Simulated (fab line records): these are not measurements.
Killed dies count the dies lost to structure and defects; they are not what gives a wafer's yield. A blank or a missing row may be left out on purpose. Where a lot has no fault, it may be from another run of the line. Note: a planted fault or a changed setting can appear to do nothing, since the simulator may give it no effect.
fab line records | flow rit-cmos
[record] lots = 7 | wafers = 21 | last-day = 7
route steps=202 shown ACTIVE@1 FOX1@20 FOX2@23 M1@202
lots with no fault: from the same line, run without faults
start-h: start of the lot's first displayed wafer, in hours after the record's first day | wait-h: hours since the lot's step before | " unchanged from the row above | L1.1+2: one row covering several wafers at once | - either no value or no given start | * or withheld: withheld | < > ~ a bound
route shown NAME@n: a module of which the file shows steps, and the number in the route of the first | usual: mean and standard deviation over wafers with no fault | same: alike in all rows | chamber/n: place in a boat | sites: readings site by site | _std_site: standard deviation across them | _edge_site: inner sites' mean taken away from outer sites' mean | radius-mm: how far each site lies from the wafer's centre | mask NAME#n: copy n | behind: tool/chamber where the wafer was last shaped | hold: why the lot was held/for how many hours/how that ended | device: which transistor (n, p or np) failed to switch | end of line: tests of these same wafers at the route's end | a step given without rows: its recipe and nothing more | killed: the dies lost at the first sort to structure and to defects; this is not the yield of the wafer | map: per-die view of a wafer (x killed, . not killed, _ where there is no die)
set.NAME: the run value of the setting; set.NAME@STEP: its run value at that earlier step | model.NAME: the simulator's own value behind a step, which no gauge read
a table for each step, a row for each wafer; lots at some steps of the route
services: from which hour (start-h, from the record's first day; less than 0 if before it) a tool's chamber was out of use, for how many hours, and why
[[steps]]
[step RIT_ACTIVE_BOW_MEAS_00]
[recipe] mode = bow
[usual] INCOMING_BOW = 0/6.2
lot.wafer | tool          | chamber | start-h | wait-h | INCOMING_BOW[um]
L654.2    | film-metro-03 | -       | 15.02   | -      | -8
L654.4    | "             | -       | "       | "      | -1
L654.5    | "             | -       | "       | "      | 6
L657.2    | film-metro-04 | -       | 30.02   | -      | 7
L657.5    | "             | -       | "       | "      | 6
L657.6    | "             | -       | "       | "      | -4
L666.1    | film-metro-01 | -       | 75.00   | -      | -5
L666.2    | "             | -       | "       | "      | 5
L666.3    | "             | -       | "       | "      | -4
L667.4    | film-metro-01 | -       | 80.06   | -      | 5
L667.5    | "             | -       | "       | "      | -4
L667.6    | "             | -       | "       | "      | 4
L668.1    | film-metro-03 | -       | 85.00   | -      | -7
L668.2    | "             | -       | "       | "      | -4
L668.6    | "             | -       | "       | "      | -12
L669.1    | film-metro-04 | -       | 90.00   | -      | 2
L669.5    | "             | -       | "       | "      | 9
L669.6    | "             | -       | "       | "      | -1
L675.2    | film-metro-04 | -       | 120.02  | -      | -1
L675.3    | "             | -       | "       | "      | -4
L675.5    | "             | -       | "       | "      | -6
[step RIT_ACTIVE_OXIDATION_01]
[recipe] temp-c = 1000 | ambient = O2 | target-thk-a = 468 | ox-time-s = 3360
[usual] spike-tc-centre-C = 1002.5/1.1 | spike-tc-load-C = 1026.5/1.2 | spike-tc-source-C = 1024.5/1 | tube-center-temp-C = 1000/0.096 | tube_center_temp_C_max = 1002.5/0.42 | zone-power-source-pct = 37/3.9
lot.wafer | tool       | chamber | start-h | wait-h | spike-tc-centre-C | spike-tc-load-C | spike-tc-source-C | tube-center-temp-C | tube_center_temp_C_max | zone-power-source-pct | model.SiO2_of_ACTIVE_OXIDATION_01.thk-nm
L654.2    | furnace-04 | 0       | 15.12   | 0.1    | 1001.3            | 1026.7          | 1024.2            | 1000.1             | 1002.5                 | 34                    | 46.66
L654.4    | "          | 0       | "       | "      | 1001.4            | 1026.5          | 1026.5            | 1000.1             | 1002.1                 | 33                    | 47.09
L654.5    | "          | 0       | "       | "      | 1002.7            | 1024.1          | 1025.4            | 1000               | 1002.6                 | 34                    | 47.03
L657.2    | furnace-02 | 0       | 30.12   | 0.1    | 1002.5            | 1027.3          | 1023.2            | 999.99             | 1002.0                 | 43                    | 45.57
L657.5    | "          | 0       | "       | "      | 1003.2            | 1026.2          | 1024.9            | 1000               | 1002.1                 | 42                    | 46.31
L657.6    | "          | 0       | "       | "      | 1001.2            | 1025.8          | 1022.6            | 999.99             | 1002.2                 | 42                    | 46.96
L666.1    | furnace-04 | 0       | 75.12   | 0.1    | 1015.7            | 1041.2          | 1040.6            | 1015.2             | 1017.7                 | 35                    | 52.79
L666.2    | "          | 0       | "       | "      | 1019.0            | 1041.6          | 1040.3            | 1015               | 1017.0                 | 35                    | 53.04
L666.3    | "          | 0       | "       | "      | 1017.9            | 1041.1          | 1039.9            | 1014.8             | 1017.6                 | 35                    | 53.02
L667.4    | furnace-04 | 0       | 80.12   | 0.0    | 1016.0            | 1040.8          | 1039.1            | 1014.9             | 1017.3                 | 35                    | 53.17
L667.5    | "          | 0       | "       | "      | 1018.1            | 1041.7          | 1039.8            | 1015               | 1017.3                 | 35                    | 53.64
L667.6    | "          | 0       | "       | "      | 1016.6            | 1040.0          | 1039.6            | 1015               | 1017.4                 | 34                    | 54.29
L668.1    | furnace-04 | 0       | 85.12   | 0.1    | 1016.8            | 1039.7          | 1039.9            | 1015.1             | 1017.8                 | 35                    | 53.27
L668.2    | "          | 0       | "       | "      | 1017.3            | 1039.7          | 1040.0            | 1014.9             | 1017.5                 | 35                    | 53.98
L668.6    | "          | 0       | "       | "      | 1017.5            | 1040.7          | 1040.9            | 1015.1             | 1017.2                 | 34                    | 54
L669.1    | furnace-02 | 0       | 90.12   | 0.1    | 1003.4            | 1025.4          | 1023.4            | 999.99             | 1002.1                 | 43                    | 46.99
L669.5    | "          | 0       | "       | "      | 1002.8            | 1028.3          | 1025.6            | 1000               | 1002.3                 | 43                    | 46.48
L669.6    | "          | 0       | "       | "      | 1004.0            | 1026.2          | 1021.9            | 1000               | 1002.3                 | 42                    | 46.63
L675.2    | furnace-02 | 0       | 120.12  | 0.1    | 1001.9            | 1026.2          | 1025.5            | 1000               | 1002.5                 | 42                    | 47.69
L675.3    | "          | 0       | "       | "      | 1003.8            | 1027.8          | 1024.6            | 1000               | 1002.6                 | 42                    | 46.51
L675.5    | "          | 0       | "       | "      | 1002.5            | 1026.8          | 1023.7            | 1000.1             | 1002.6                 | 43                    | 46.99
[step RIT_ACTIVE_THK_MEAS_02]
[recipe] reads = SiO2_of_ACTIVE_OXIDATION_01
[usual] ACTIVE_OXIDE_THK = 47.2/0.84
lot.wafer | tool          | chamber | start-h | wait-h | hold                     | ACTIVE_OXIDE_THK[nm]
L654.2    | film-metro-03 | -       | 17.06   | 0.0    | -                        | 46.6
L654.4    | "             | -       | "       | "      | -                        | 47.1
L654.5    | "             | -       | "       | "      | -                        | 47.0
L657.2    | film-metro-01 | -       | 32.06   | 0.0    | -                        | 45.6
L657.5    | "             | -       | "       | "      | -                        | 46.3
L657.6    | "             | -       | "       | "      | -                        | 47.0
L666.1    | film-metro-01 | -       | 77.05   | 0.0    | await-dispo/0.2h/release | 52.7
L666.2    | "             | -       | "       | "      | await-dispo/0.2h/release | 53.0
L666.3    | "             | -       | "       | "      | await-dispo/0.2h/release | 53.0
L666.1    | film-metro-01 | -       | 77.28   | 0.2    | -                        | 52.8
L666.2    | "             | -       | "       | "      | -                        | 53.1
L666.3    | "             | -       | "       | "      | -                        | 53.1
L667.4    | film-metro-03 | -       | 82.08   | 0.0    | await-dispo/0.2h/release | 53.2
L667.5    | "             | -       | "       | "      | await-dispo/0.2h/release | 53.6
L667.6    | "             | -       | "       | "      | await-dispo/0.2h/release | 54.3
L667.4    | film-metro-03 | -       | 82.31   | 0.2    | -                        | 53.2
L667.5    | "             | -       | "       | "      | -                        | 53.7
L667.6    | "             | -       | "       | "      | -                        | 54.3
L668.1    | film-metro-04 | -       | 87.05   | 0.0    | await-dispo/0.2h/release | 53.3
L668.2    | "             | -       | "       | "      | await-dispo/0.2h/release | 53.9
L668.6    | "             | -       | "       | "      | await-dispo/0.2h/release | 53.9
L668.1    | film-metro-04 | -       | 87.28   | 0.2    | -                        | 53.3
L668.2    | "             | -       | "       | "      | -                        | 54.0
L668.6    | "             | -       | "       | "      | -                        | 54.0
L669.1    | film-metro-04 | -       | 92.05   | 0.0    | -                        | 47.0
L669.5    | "             | -       | "       | "      | -                        | 46.5
L669.6    | "             | -       | "       | "      | -                        | 46.6
L675.2    | film-metro-04 | -       | 122.06  | 0.0    | -                        | 47.6
L675.3    | "             | -       | "       | "      | -                        | 46.5
L675.5    | "             | -       | "       | "      | -                        | 47.0
[step RIT_ACTIVE_THK_MEAS_04]
[recipe] reads = Si3N4_of_ACTIVE_CVD_03
[usual] ACTIVE_NITRIDE_THK = 150.8/1.7
lot.wafer | tool          | chamber | start-h | wait-h | ACTIVE_NITRIDE_THK[nm]
L654.2    | film-metro-04 | -       | 18.54   | 0.0    | 149.3
L654.4    | "             | -       | "       | "      | 149.0
L654.5    | "             | -       | "       | "      | 150.8
L657.2    | film-metro-04 | -       | 33.54   | 0.0    | 150.3
L657.5    | "             | -       | "       | "      | 150.5
L657.6    | "             | -       | "       | "      | 150.7
L666.1    | film-metro-01 | -       | 81.69   | 0.0    | 151.6
L666.2    | "             | -       | "       | "      | 151.1
L666.3    | "             | -       | "       | "      | 152.4
L668.1    | film-metro-01 | -       | 91.36   | 0.0    | 153.8
L668.2    | "             | -       | "       | "      | 152.4
L668.6    | "             | -       | "       | "      | 152.9
L667.4    | film-metro-01 | -       | 91.39   | 0.0    | 149.8
L667.5    | "             | -       | "       | "      | 149.9
L667.6    | "             | -       | "       | "      | 149.3
L669.1    | film-metro-04 | -       | 93.53   | 0.0    | 152.0
L669.5    | "             | -       | "       | "      | 152.6
L669.6    | "             | -       | "       | "      | 152.8
L675.2    | film-metro-04 | -       | 123.54  | 0.0    | 150.2
L675.3    | "             | -       | "       | "      | 149.3
L675.5    | "             | -       | "       | "      | 150.0
[step RIT_ACTIVE_HMDS_05]
[recipe] prime-time-s = 60 | prime-temp-c = 140
[step RIT_ACTIVE_COAT_06]
[recipe] resist = NOVOLAK | spin-rpm = 3250 | resist-thk-nm = 1000
[step RIT_ACTIVE_SOFTBAKE_07]
[recipe] resist = NOVOLAK | temp-c = 90 | time-s = 60
[step RIT_ACTIVE_EXPOSE_08]
[recipe] mask-id = M1 | na = 0.6 | source-shape = conventional | sigma-outer = 0.6 | target-cd-nm = 1400 | dose-mj = 225
[step RIT_ACTIVE_PEB_09]
[recipe] resist = NOVOLAK | temp-c = withheld | time-s = withheld
[step RIT_ACTIVE_DEVELOP_10]
[recipe] resist = NOVOLAK | develop-time-s = 50 | dev-temp-c = 23
[step RIT_ACTIVE_CD_MEAS_11]
[recipe] target-cd-nm = 1400
[usual] cd-nm = 1399.5/2.4
lot.wafer | tool      | chamber | start-h | wait-h | cd-nm
L654.2    | cd-sem-01 | -       | 19.58   | -      | 1403.2
L654.4    | "         | -       | "       | "      | 1402.3
L654.5    | "         | -       | "       | "      | 1402.0
L657.2    | cd-sem-01 | -       | 34.58   | -      | 1399.5
L657.5    | "         | -       | "       | "      | 1397.8
L657.6    | "         | -       | "       | "      | 1399.1
L666.1    | cd-sem-02 | -       | 83.02   | -      | 1397.7
L666.2    | "         | -       | "       | "      | 1399.7
L666.3    | "         | -       | "       | "      | 1401.4
L668.1    | cd-sem-02 | -       | 93.28   | -      | 1398.6
L668.2    | "         | -       | "       | "      | 1397.6
L668.6    | "         | -       | "       | "      | 1399.1
L667.4    | cd-sem-02 | -       | 93.34   | -      | 1405.8
L667.5    | "         | -       | "       | "      | 1404.0
L667.6    | "         | -       | "       | "      | 1401.8
L669.1    | cd-sem-02 | -       | 94.44   | -      | 1401.9
L669.5    | "         | -       | "       | "      | 1402.7
L669.6    | "         | -       | "       | "      | 1401.6
L675.2    | cd-sem-02 | -       | 124.46  | -      | 1399.7
L675.3    | "         | -       | "       | "      | 1397.4
L675.5    | "         | -       | "       | "      | 1397.6
[step RIT_ACTIVE_HARDBAKE_12]
[recipe] resist = NOVOLAK | temp-c = 140 | time-s = 60
[step RIT_ACTIVE_ETCH_13]
[recipe] stop-on = SiO2 | chemistry = SF6 | target = Si3N4 | time-s = 210 | over-etch-frac = 0.4 | SF6_flow_sccm = 200 | pressure-mtorr = 260 | rf-w = 125 | target-depth-a = 2100
[usual] drypump-motor-current-A = 5.8/0.51 | oes-product-au = 0.819/0.01 | throttle-valve-pct = 7.48/0.13
lot.wafer | tool        | chamber | start-h | wait-h | drypump-motor-current-A | oes-product-au | rf-hours-counter-h | throttle-valve-pct
L654.2    | rie-diel-04 | 0       | 19.83   | 0.1    | 6.0                     | 0.820          | 64                 | 7.59
L654.4    | "           | 2       | "       | "      | 6.8                     | 0.808          | -                  | 7.52
L654.5    | "           | 0       | "       | "      | 6.0                     | 0.824          | -                  | 7.58
L657.2    | rie-diel-03 | 2       | 34.83   | 0.1    | 5.5                     | 0.824          | 41                 | 7.20
L657.5    | "           | 1       | "       | "      | 5.9                     | 0.821          | -                  | 7.33
L657.6    | "           | 0       | "       | "      | 6.3                     | 0.822          | -                  | 7.34
L666.1    | rie-diel-03 | 1       | 83.29   | 0.1    | 5.9                     | 0.824          | 66                 | 7.33
L666.2    | "           | 3       | "       | "      | 5.6                     | 0.832          | 126                | 7.53
L666.3    | "           | 0       | "       | "      | 6.3                     | 0.830          | 109                | 7.34
L667.4    | rie-diel-01 | 0       | 93.55   | 0.1    | 5.5                     | 0.800          | 115                | 7.65
L667.5    | "           | 0       | "       | "      | 5.5                     | 0.801          | -                  | 7.66
L667.6    | "           | 3       | "       | "      | 5.1                     | 0.816          | -                  | 7.49
L668.1    | rie-diel-01 | 2       | 93.55   | 0.1    | 5.7                     | 0.839          | 24                 | 7.39
L668.2    | "           | 3       | "       | "      | 5.2                     | 0.829          | 98                 | 7.48
L668.6    | "           | 0       | "       | "      | 5.5                     | 0.805          | -                  | 7.65
L669.1    | rie-diel-03 | 1       | 94.71   | 0.1    | 5.9                     | 0.822          | 66                 | 7.31
L669.5    | "           | 0       | "       | "      | 6.3                     | 0.831          | -                  | 7.33
L669.6    | "           | 1       | "       | "      | 5.9                     | 0.824          | -                  | 7.32
L675.2    | rie-diel-03 | 1       | 124.71  | 0.1    | 5.9                     | 0.802          | 67                 | 7.32
L675.3    | "           | 2       | "       | "      | 5.5                     | 0.818          | 43                 | 7.22
L675.5    | "           | 2       | "       | "      | 5.6                     | 0.826          | -                  | 7.21
[step RIT_ACTIVE_STRIP_14]
[recipe] chemistry = O2 | time-s = 180 | resist = NOVOLAK | platen-temp-c = withheld | power-w = 500 | pressure-mtorr = 4000 | o2-flow-sccm = 4000
[usual] drypump-motor-current-A = 5.9/0.6
lot.wafer | tool            | chamber | start-h | wait-h | drypump-motor-current-A | rf-hours-counter-h
L654.2    | plasma-asher-03 | 1       | 19.97   | 0.1    | 5.7                     | 40
L654.4    | "               | 0       | "       | "      | 6.7                     | -
L654.5    | "               | 0       | "       | "      | 6.7                     | -
L657.2    | plasma-asher-02 | 1       | 34.97   | 0.1    | 5.2                     | 42
L657.5    | "               | 0       | "       | "      | 6.1                     | -
L657.6    | "               | 1       | "       | "      | 5.2                     | -
L666.1    | plasma-asher-03 | 1       | 83.43   | 0.1    | 5.7                     | 46
L666.2    | "               | 0       | "       | "      | 6.7                     | 46
L666.3    | "               | 0       | "       | "      | 6.7                     | -
L668.1    | plasma-asher-01 | 0       | 93.69   | 0.1    | 5.2                     | 22
L668.2    | "               | 1       | "       | "      | 5.2                     | 22
L668.6    | "               | 0       | "       | "      | 5.2                     | -
L667.4    | plasma-asher-03 | 0       | 93.75   | 0.1    | 6.7                     | -
L667.5    | "               | 1       | "       | "      | 5.7                     | -
L667.6    | "               | 0       | "       | "      | 6.7                     | -
L669.1    | plasma-asher-03 | 1       | 94.84   | 0.1    | 5.7                     | 48
L669.5    | "               | 0       | "       | "      | 6.7                     | -
L669.6    | "               | 1       | "       | "      | 5.7                     | -
L675.2    | plasma-asher-02 | 1       | 124.84  | 0.1    | 5.1                     | 52
L675.3    | "               | 1       | "       | "      | 5.1                     | -
L675.5    | "               | 1       | "       | "      | 5.1                     | -
[step RIT_ACTIVE_CD_MEAS_90]
[recipe] target-cd-nm = 1400
[usual] cd-nm = 1399.5/2.4
lot.wafer | tool      | chamber | start-h | wait-h | cd-nm
L654.2    | cd-sem-02 | -       | 20.16   | 0.1    | 1403.4
L654.4    | "         | -       | "       | "      | 1402.2
L654.5    | "         | -       | "       | "      | 1402.4
L657.2    | cd-sem-01 | -       | 35.16   | 0.1    | 1399.6
L657.5    | "         | -       | "       | "      | 1397.8
L657.6    | "         | -       | "       | "      | 1399.3
L666.1    | cd-sem-02 | -       | 83.60   | 0.1    | 1397.4
L666.2    | "         | -       | "       | "      | 1399.9
L666.3    | "         | -       | "       | "      | 1401.1
L668.1    | cd-sem-02 | -       | 93.86   | 0.1    | 1398.6
L668.2    | "         | -       | "       | "      | 1397.6
L668.6    | "         | -       | "       | "      | 1399.5
L667.4    | cd-sem-01 | -       | 93.92   | 0.1    | 1405.4
L667.5    | "         | -       | "       | "      | 1403.8
L667.6    | "         | -       | "       | "      | 1401.9
L669.1    | cd-sem-02 | -       | 95.02   | 0.1    | 1401.7
L669.5    | "         | -       | "       | "      | 1403.3
L669.6    | "         | -       | "       | "      | 1401.7
L675.2    | cd-sem-02 | -       | 125.04  | 0.1    | 1399.6
L675.3    | "         | -       | "       | "      | 1397.9
L675.5    | "         | -       | "       | "      | 1397.7
[step RIT_ACTIVE_CLEAN_15]
[recipe] chemistry = SC1 | mix = 3:3:50 | time-s = 600 | temp-c = 75
[step RIT_ACTIVE_CLEAN_16]
[recipe] chemistry = dHF | dilution = 50:1 | time-s = 30
[step RIT_ACTIVE_CLEAN_17]
[recipe] chemistry = SC2 | mix = 3:3:50 | time-s = 600 | temp-c = 75 | dry = n2-spin
[step RIT_FOX1_OXIDATION_00]
[recipe] temp-c = 1100 | ambient = H2O | target-thk-a = 3507 | p-h2o-torr = 720 | ox-time-s = 1130
[step RIT_FOX1_THK_MEAS_01]
[recipe] reads = SiO2_of_FOX1_OXIDATION_00
[usual] FOX1_OXIDE_THK = 355/7.4
lot.wafer | tool          | chamber | start-h | wait-h | FOX1_OXIDE_THK[nm]
L654.2    | film-metro-04 | -       | 21.95   | 0.0    | 351
L654.4    | "             | -       | "       | "      | 354
L654.5    | "             | -       | "       | "      | 351
L657.2    | film-metro-01 | -       | 37.50   | 0.0    | 358
L657.5    | "             | -       | "       | "      | 355
L657.6    | "             | -       | "       | "      | 356
L666.1    | film-metro-01 | -       | 85.42   | 0.0    | 361
L666.2    | "             | -       | "       | "      | 361
L666.3    | "             | -       | "       | "      | 357
L668.1    | film-metro-02 | -       | 95.66   | 0.0    | 352
L668.2    | "             | -       | "       | "      | 350
L668.6    | "             | -       | "       | "      | 350
L667.4    | film-metro-02 | -       | 95.73   | 0.0    | 356
L667.5    | "             | -       | "       | "      | 355
L667.6    | "             | -       | "       | "      | 357
L669.1    | film-metro-04 | -       | 96.84   | 0.0    | 350
L669.5    | "             | -       | "       | "      | 358
L669.6    | "             | -       | "       | "      | 358
L675.2    | film-metro-04 | -       | 126.83  | 0.0    | 354
L675.3    | "             | -       | "       | "      | 360
L675.5    | "             | -       | "       | "      | 357
[step RIT_FOX1_WET_ETCH_02]
[recipe] chemistry = BOE | target-depth-nm = 350 | time-s = 390 | temp-c = 21.5 | dry = n2-spin | dilution = 10:1 | target = SiO2
[step RIT_FOX2_OXIDATION_00]
[recipe] temp-c = 1100 | ambient = H2O | target-thk-a = 3507 | p-h2o-torr = 720 | ox-time-s = 1130
[step RIT_FOX2_THK_MEAS_01]
[recipe] reads = SiO2_of_FOX2_OXIDATION_00
[usual] FOX2_OXIDE_THK = 354/6.2
lot.wafer | tool          | chamber | start-h | wait-h | FOX2_OXIDE_THK[nm]
L654.2    | film-metro-03 | -       | 23.46   | 0.0    | 353
L654.4    | "             | -       | "       | "      | 352
L654.5    | "             | -       | "       | "      | 353
L657.2    | film-metro-02 | -       | 38.99   | 0.0    | 359
L657.5    | "             | -       | "       | "      | 358
L657.6    | "             | -       | "       | "      | 354
L666.1    | film-metro-02 | -       | 87.00   | 0.1    | 351
L666.2    | "             | -       | "       | "      | 347
L666.3    | "             | -       | "       | "      | 355
L667.4    | film-metro-03 | -       | 98.18   | 0.0    | 346
L667.5    | "             | -       | "       | "      | 349
L667.6    | "             | -       | "       | "      | 358
L668.1    | film-metro-02 | -       | 98.22   | 0.1    | 347
L668.2    | "             | -       | "       | "      | 348
L668.6    | "             | -       | "       | "      | 343
L669.1    | film-metro-03 | -       | 98.44   | 0.0    | 361
L669.5    | "             | -       | "       | "      | 363
L669.6    | "             | -       | "       | "      | 360
L675.2    | film-metro-02 | -       | 128.38  | 0.0    | 352
L675.3    | "             | -       | "       | "      | 351
L675.5    | "             | -       | "       | "      | 353
[step RIT_FOX2_CLEAN_02]
[recipe] chemistry = dHF | dilution = 50:1 | time-s = 180
[step RIT_FOX2_WET_ETCH_03]
[recipe] chemistry = H3PO4 | target = Si3N4 | target-depth-nm = 195 | temp-c = 165 | time-s = 2700
[usual] bath-heat-duty-pct = 28.1/2.6
lot.wafer | tool         | chamber | start-h | wait-h | bath-heat-duty-pct | model.SiO2_of_ACTIVE_OXIDATION_01.thk-nm
L654.2    | wet-bench-04 | 0       | 23.56   | 0.0    | 26.6               | 40.72
L654.4    | "            | 0       | "       | "      | 27.3               | 40.14
L654.5    | "            | 0       | "       | "      | 26.8               | 41.04
L657.2    | wet-bench-02 | 0       | 39.10   | 0.0    | 31.8               | 40.33
L657.5    | "            | 0       | "       | "      | 32.8               | 40.98
L657.6    | "            | 0       | "       | "      | 30.6               | 41.58
L666.1    | wet-bench-01 | 2       | 87.18   | 0.0    | 27.2               | 47.01
L666.2    | "            | 2       | "       | "      | 25.1               | 47.29
L666.3    | "            | 2       | "       | "      | 26.2               | 47.28
L667.4    | wet-bench-04 | 1       | 98.57   | 0.3    | 29.5               | 46.81
L667.5    | "            | 1       | "       | "      | 30.0               | 47.23
L667.6    | "            | 1       | "       | "      | 28.5               | 47.17
L668.1    | wet-bench-04 | 1       | 98.57   | 0.2    | 27.1               | 47.21
L668.2    | "            | 1       | "       | "      | 28.0               | 46.74
L668.6    | "            | 1       | "       | "      | 30.3               | 47.34
L669.1    | wet-bench-04 | 0       | 98.57   | 0.0    | 27.4               | 41.68
L669.5    | "            | 0       | "       | "      | 26.6               | 41.21
L669.6    | "            | 0       | "       | "      | 25.5               | 41.35
L675.2    | wet-bench-02 | 3       | 128.49  | 0.0    | 30.5               | 42.46
L675.3    | "            | 3       | "       | "      | 28.6               | 41.4
L675.5    | "            | 3       | "       | "      | 29.1               | 41.85
[step RIT_FOX2_THK_MEAS_90]
[recipe] reads = SiO2_of_FOX2_OXIDATION_00
[usual] FIELD_OXIDE_LEFT_1_THK = 327/6.2
lot.wafer | tool          | chamber | start-h | wait-h | FIELD_OXIDE_LEFT_1_THK[nm]
L654.2    | film-metro-01 | -       | 24.33   | 0.0    | 326
L654.4    | "             | -       | "       | "      | 326
L654.5    | "             | -       | "       | "      | 325
L657.2    | film-metro-01 | -       | 39.86   | 0.0    | 331
L657.5    | "             | -       | "       | "      | 330
L657.6    | "             | -       | "       | "      | 327
L666.1    | film-metro-02 | -       | 87.94   | 0.0    | 323
L666.2    | "             | -       | "       | "      | 320
L666.3    | "             | -       | "       | "      | 328
L668.1    | film-metro-03 | -       | 99.33   | 0.0    | 320
L668.2    | "             | -       | "       | "      | 320
L668.6    | "             | -       | "       | "      | 316
L669.1    | film-metro-02 | -       | 99.33   | 0.0    | 333
L669.5    | "             | -       | "       | "      | 335
L669.6    | "             | -       | "       | "      | 332
L667.4    | film-metro-02 | -       | 99.42   | 0.1    | 319
L667.5    | "             | -       | "       | "      | 322
L667.6    | "             | -       | "       | "      | 331
L675.2    | film-metro-02 | -       | 129.25  | 0.0    | 325
L675.3    | "             | -       | "       | "      | 324
L675.5    | "             | -       | "       | "      | 326
[step RIT_M1_PROBE_99]
[usual] killed-at-front-end = 7.5/2.8 | killed-dies = 7.6/2.8 | killed-open = 3.9/2.1 | killed-short = 3.7/1.7
[same] gross-dies = 264 | killed_at_M0_to_M3 = 0 | killed_at_M4_up = 0 | killed-at-back-side = 0 | killed-at-contacts = 0 | killed-at-other = 0
lot.wafer | tool      | chamber | start-h | wait-h | killed-at-front-end | killed-dies | killed-open | killed-short
L657.2    | prober-01 | -       | 76.63   | 0.1    | 13                  | 13          | 12          | 1
L657.5    | prober-01 | -       | 76.78   | 0.2    | 5                   | 5           | 2           | 3
L657.6    | prober-01 | -       | 76.83   | 0.2    | 6                   | 6           | 3           | 3
L668.1    | prober-02 | -       | 139.51  | 0.1    | 7                   | 7           | 2           | 5
L668.2    | prober-02 | -       | 139.56  | 0.1    | 9                   | 9           | 6           | 3
L668.6    | prober-02 | -       | 139.76  | 0.2    | 7                   | 7           | 4           | 3
L667.4    | prober-01 | -       | 139.73  | 0.2    | 9                   | 9           | 4           | 5
L667.5    | prober-01 | -       | 139.78  | 0.2    | 7                   | 7           | 3           | 4
L667.6    | prober-01 | -       | 139.83  | 0.2    | 8                   | 8           | 3           | 5
L675.2    | prober-01 | -       | 169.53  | 0.1    | 12                  | 12          | 6           | 5
L675.3    | prober-01 | -       | 169.58  | 0.2    | 3                   | 3           | 2           | 1
L675.5    | prober-01 | -       | 169.68  | 0.2    | 11                  | 11          | 6           | 5
// killed by level:class
L657.2 GATE:geometric-particle:open=5 FOX1:geometric-particle:open=2 SILICIDE:geometric-particle:open=2 ACTIVE:geometric-particle:open=1 REOX:geometric-particle:open=1 REOX:geometric-particle:short=1 SPACER:geometric-particle:open=1
L657.5 FOX2:geometric-particle:open=1 GATE:geometric-particle:short=1 REOX:geometric-particle:open=1 SPACER:geometric-particle:short=1 SILICIDE:geometric-particle:short=1
L657.6 GATE:geometric-particle:open=3 GATE:geometric-particle:short=2 FOX1:geometric-particle:short=1
L668.1 SPACER:geometric-particle:short=2 FOX1:geometric-particle:short=2 GATE:geometric-particle:open=2 GATE:geometric-particle:short=1
L668.2 SPACER:geometric-particle:open=4 GATE:geometric-particle:open=2 FOX1:geometric-particle:short=1 FOX2:geometric-particle:short=1 SPACER:geometric-particle:short=1
L667.4 GATE:geometric-particle:short=2 GATE:geometric-particle:open=2 REOX:geometric-particle:short=2 FOX1:geometric-particle:open=1 FOX2:geometric-particle:short=1 SILICIDE:geometric-particle:open=1
L668.6 GATE:geometric-particle:open=2 SPACER:geometric-particle:short=2 FOX1:geometric-particle:open=1 FOX1:geometric-particle:short=1 SPACER:geometric-particle:open=1
L667.5 FOX1:geometric-particle:short=2 GATE:geometric-particle:short=2 GATE:geometric-particle:open=2 SPACER:geometric-particle:open=1
L667.6 GATE:geometric-particle:open=2 SILICIDE:geometric-particle:short=2 GATE:geometric-particle:short=1 REOX:geometric-particle:short=1 SPACER:geometric-particle:short=1 SILICIDE:geometric-particle:open=1
L675.2 FOX1:geometric-particle:open=2 GATE:geometric-particle:open=2 SPACER:geometric-particle:short=2 FOX1:geometric-particle:short=1 FOX2:geometric-particle:short=1 REOX:geometric-particle:short=1 SPACER:geometric-particle:open=1 SILICIDE:geometric-particle:open=1
L675.3 FOX1:geometric-particle:short=1 FOX1:geometric-particle:open=1 SPACER:geometric-particle:open=1
L675.5 FOX1:geometric-particle:open=2 GATE:geometric-particle:open=2 GATE:geometric-particle:short=2 FOX1:geometric-particle:short=1 FOX2:geometric-particle:short=1 REOX:geometric-particle:short=1 SPACER:geometric-particle:open=1 SILICIDE:geometric-particle:open=1
[[services]]
tool        | chamber | start-h | hours | kind
rie-diel-04 | 3       | 15.52   | 8.3   | repair
rie-diel-01 | -       | 23.02   | 0.5   | repair
furnace-04  | -       | 53.00   | 3.2   | pm
rie-diel-03 | 2       | 55.58   | 11.1  | repair
rie-diel-04 | 3       | 91.18   | 26.1  | repair
furnace-02  | -       | 107.05  | 2.6   | pm
rie-diel-04 | 3       | 123.26  | 11.2  | repair
[[key]]
[first-sign] step = RIT_ACTIVE_OXIDATION_01 | reading = tube-center-temp-C | direction = up | sigmas = 99+ | usual = * | struck = *
[effect] step = RIT_ACTIVE_OXIDATION_01 | reading = tube_center_temp_C_max | direction = up | sigmas = 36 | usual = * | struck = *
[effect] step = RIT_ACTIVE_THK_MEAS_02 | reading = visit | direction = added
[effect] step = RIT_ACTIVE_THK_MEAS_02 | reading = ACTIVE_OXIDE_THK | direction = up | sigmas = 7.5 | usual = 47.2 | struck = 53.4
[model-effect] step = RIT_ACTIVE_OXIDATION_01 | value = SiO2_of_ACTIVE_OXIDATION_01.thk-nm | without = 46.23 | struck = 53.47
[model-effect] step = RIT_FOX2_WET_ETCH_03 | value = SiO2_of_ACTIVE_OXIDATION_01.thk-nm | without = 40.67 | struck = 47.12
met-at RIT_ACTIVE_OXIDATION_01
struck-wafers L666.1,L666.2,L666.3,L667.4,L667.5,L667.6,L668.1,L668.2,L668.6
rows-end L666.1,L666.2,L666.3
tester-left-out L667,L668
onset-between 15.12 75.12
[fault] kind = process-parameter-drift | tool = furnace-04 | chamber = - | onset-h = 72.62 | steps = RIT_ACTIVE_OXIDATION_01 | channel = temp-c | offset = * | shape = step | end-h = 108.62 | acts-in = * | stated = *
// tester-left-out: of these lots the tester's yield and bins aren't shown, on N5 and GAA mostly nor the transistor test; their killed dies are dies lost to structure and defects alone, not to doping, threshold or leakage, so they don't give the yield
// rows-end: these wafers met a further fault down the route, and their rows from its step on are left out
